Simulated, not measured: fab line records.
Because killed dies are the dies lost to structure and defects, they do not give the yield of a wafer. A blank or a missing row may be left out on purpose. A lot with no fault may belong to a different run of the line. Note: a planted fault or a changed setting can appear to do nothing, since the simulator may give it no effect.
Which tool is to blame? || flow rit cmos || Sampling: 14 lots, 42 wafers, 2 of 202 route steps

## WHAT EACH GAUGE READ, for each wafer
RIT_SDANNEAL_RS_MEAS_07: the measuring method here is four-point-probe. Usual: for NLDD_RS the level is 151.5 ohm/sq and the standard deviation is 0.48.
{"lot": "L724", "measured": "day 3 03:52", "on": "film metro-01", "NLDD_RS (ohm/sq)": "150.6 150.2 150.7", "flag": ""}
{"lot": "L725", "measured": "day 3 07:00", "on": "film metro-04", "NLDD_RS (ohm/sq)": "152.0 151.8 152.3", "flag": ""}
{"lot": "L727", "measured": "day 3 18:35", "on": "film metro-01", "NLDD_RS (ohm/sq)": "151.3 150.7 151.3", "flag": ""}
{"lot": "L729", "measured": "day 4 04:55", "on": "film metro-01", "NLDD_RS (ohm/sq)": "151.3 151.9 151.7", "flag": ""}
{"lot": "L731", "measured": "day 4 13:42", "on": "film metro-02", "NLDD_RS (ohm/sq)": "151.3 150.8 150.9", "flag": ""}
{"lot": "L732", "measured": "day 5 00:21", "on": "film metro-01", "NLDD_RS (ohm/sq)": "151.3 151.5 151.5", "flag": ""}
{"lot": "L734", "measured": "day 5 08:26", "on": "film metro-04", "NLDD_RS (ohm/sq)": "152.4 152.6 152.7", "flag": ""}
{"lot": "L733", "measured": "day 5 08:24", "on": "film metro-01", "NLDD_RS (ohm/sq)": "151.4 151.9 151.6", "flag": ""}
{"lot": "L735", "measured": "day 5 16:11", "on": "film metro-02", "NLDD_RS (ohm/sq)": "151.6 151.7 151.7", "flag": ""}
{"lot": "L742", "measured": "day 6 21:12", "on": "film metro-01", "NLDD_RS (ohm/sq)": "- - -", "flag": "OFF"}
{"lot": "L743", "measured": "day 7 01:46", "on": "film metro-01", "NLDD_RS (ohm/sq)": "151.6 151.1 151.1", "flag": ""}
{"lot": "L744", "measured": "day 7 06:11", "on": "film metro-02", "NLDD_RS (ohm/sq)": "- - -", "flag": "OFF"}
{"lot": "L746", "measured": "day 7 17:19", "on": "film metro-01", "NLDD_RS (ohm/sq)": "151.3 151.3 151.1", "flag": ""}
{"lot": "L747", "measured": "day 7 20:53", "on": "film metro-01", "NLDD_RS (ohm/sq)": "151.5 151.1 151.3", "flag": ""}

## TOOL THAT RAN EACH LOT (tool first, then ch and the chambers of the sampled wafers, then the start)
{"lot": "L724", "RIT_NLDD_IMPLANT_08": "implanter-03 ch 0, day 2 19:46"}
{"lot": "L725", "RIT_NLDD_IMPLANT_08": "implanter-01 ch 0, day 2 23:04"}
{"lot": "L727", "RIT_NLDD_IMPLANT_08": "implanter-01 ch 0, day 3 10:40"}
{"lot": "L729", "RIT_NLDD_IMPLANT_08": "implanter-03 ch 0, day 3 20:37"}
{"lot": "L731", "RIT_NLDD_IMPLANT_08": "implanter-04 ch 0, day 4 05:25"}
{"lot": "L732", "RIT_NLDD_IMPLANT_08": "implanter-04 ch 0, day 4 15:27"}
{"lot": "L734", "RIT_NLDD_IMPLANT_08": "implanter-03 ch 0, day 4 20:40"}
{"lot": "L733", "RIT_NLDD_IMPLANT_08": "implanter-04 ch 0, day 4 21:20"}
{"lot": "L735", "RIT_NLDD_IMPLANT_08": "implanter-03 ch 0, day 5 07:10"}
{"lot": "L742", "RIT_NLDD_IMPLANT_08": "implanter-03 ch 0, day 6 13:07"}
{"lot": "L743", "RIT_NLDD_IMPLANT_08": "implanter-04 ch 0, day 6 17:34"}
{"lot": "L744", "RIT_NLDD_IMPLANT_08": "implanter-03 ch 0, day 6 22:16"}
{"lot": "L746", "RIT_NLDD_IMPLANT_08": "implanter-04 ch 0, day 7 09:00"}
{"lot": "L747", "RIT_NLDD_IMPLANT_08": "implanter-04 ch 0, day 7 12:50"}
- RIT_NLDD_IMPLANT_08

## WHAT THE TOOLS THEMSELVES READ (means of the sampled wafers that have a number; where no wafer has one, the mark that the record gives instead)
RIT_NLDD_IMPLANT_08. Usual: beam energy keV 20.001, standard deviation 0.0049; tilt deg 7.000 degrees, standard deviation 0.02.
{"lot": "L724", "tool": "implanter-03", "beam energy keV": 20.002, "tilt deg (degrees)": 7.003, "flag": ""}
{"lot": "L725", "tool": "implanter-01", "beam energy keV": 19.999, "tilt deg (degrees)": 6.991, "flag": ""}
{"lot": "L727", "tool": "implanter-01", "beam energy keV": 20.001, "tilt deg (degrees)": 7.011, "flag": ""}
{"lot": "L729", "tool": "implanter-03", "beam energy keV": 20.004, "tilt deg (degrees)": 7.019, "flag": ""}
{"lot": "L731", "tool": "implanter-04", "beam energy keV": 19.997, "tilt deg (degrees)": 6.988, "flag": ""}
{"lot": "L732", "tool": "implanter-04", "beam energy keV": 20.002, "tilt deg (degrees)": 6.996, "flag": ""}
{"lot": "L734", "tool": "implanter-03", "beam energy keV": 19.996, "tilt deg (degrees)": 6.974, "flag": ""}
{"lot": "L733", "tool": "implanter-04", "beam energy keV": 20.004, "tilt deg (degrees)": 7.006, "flag": ""}
{"lot": "L735", "tool": "implanter-03", "beam energy keV": 20.005, "tilt deg (degrees)": 7.030, "flag": ""}
{"lot": "L742", "tool": "implanter-03", "beam energy keV": 20.003, "tilt deg (degrees)": 6.048, "flag": "OFF"}
{"lot": "L743", "tool": "implanter-04", "beam energy keV": 20.002, "tilt deg (degrees)": 7.024, "flag": ""}
{"lot": "L744", "tool": "implanter-03", "beam energy keV": 20.006, "tilt deg (degrees)": 6.025, "flag": "OFF"}
{"lot": "L746", "tool": "implanter-04", "beam energy keV": 19.998, "tilt deg (degrees)": 6.978, "flag": ""}
{"lot": "L747", "tool": "implanter-04", "beam energy keV": 20.003, "tilt deg (degrees)": 7.000, "flag": ""}

## THE ANSWER, worked out from the rows above alone
Rule: lot off if the mean of its wafers having a number is beyond 3 standard deviations from the usual mean. A lot without any number at a reading at which 4 lots or more have one is off too. Where the step has rows for the other lots, those lots are counted as sound. The gauges are gone through in route order, then the tools' own readings, and for those a lot's mean is taken as printed above. The first step at which some lot is off is used, and at that step the reading that is off furthest; a lot without a number counts as furthest.
Off: at RIT_SDANNEAL_RS_MEAS_07 (NLDD_RS), L742, L744. Without a number there: L742, L744.
A tool fits if, at a process step before that reading, it ran every lot that is off, and no sound lot after the first of them. Not tried: the gauges at RIT_SDANNEAL_RS_MEAS_07; whatever is off there is also off at RIT_NLDD_IMPLANT_08, on other tools, and gauge error can't account for it. One fits: RIT_NLDD_IMPLANT_08 on implanter-03. A fault onset in the window from L735 (day 5 07:10, its last sound lot) to L742 (day 6 13:07, its first lot off) fits.
The tool's own readings at RIT_NLDD_IMPLANT_08 bear it out: on the lots that are off they differ by more than 5 times the standard deviation of the sound lots' means. tilt deg reads 6.037 degrees there against 7.002 degrees on the sound lots.

## WHAT HAD BEEN PUT IN BY THE SIMULATOR
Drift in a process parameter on implanter-03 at RIT_NLDD_IMPLANT_08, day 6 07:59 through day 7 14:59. Setting tilt deg shifted by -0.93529 from 7. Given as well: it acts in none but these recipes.
Lots struck among those shown: L742, L744. The rule above reached the same finding.
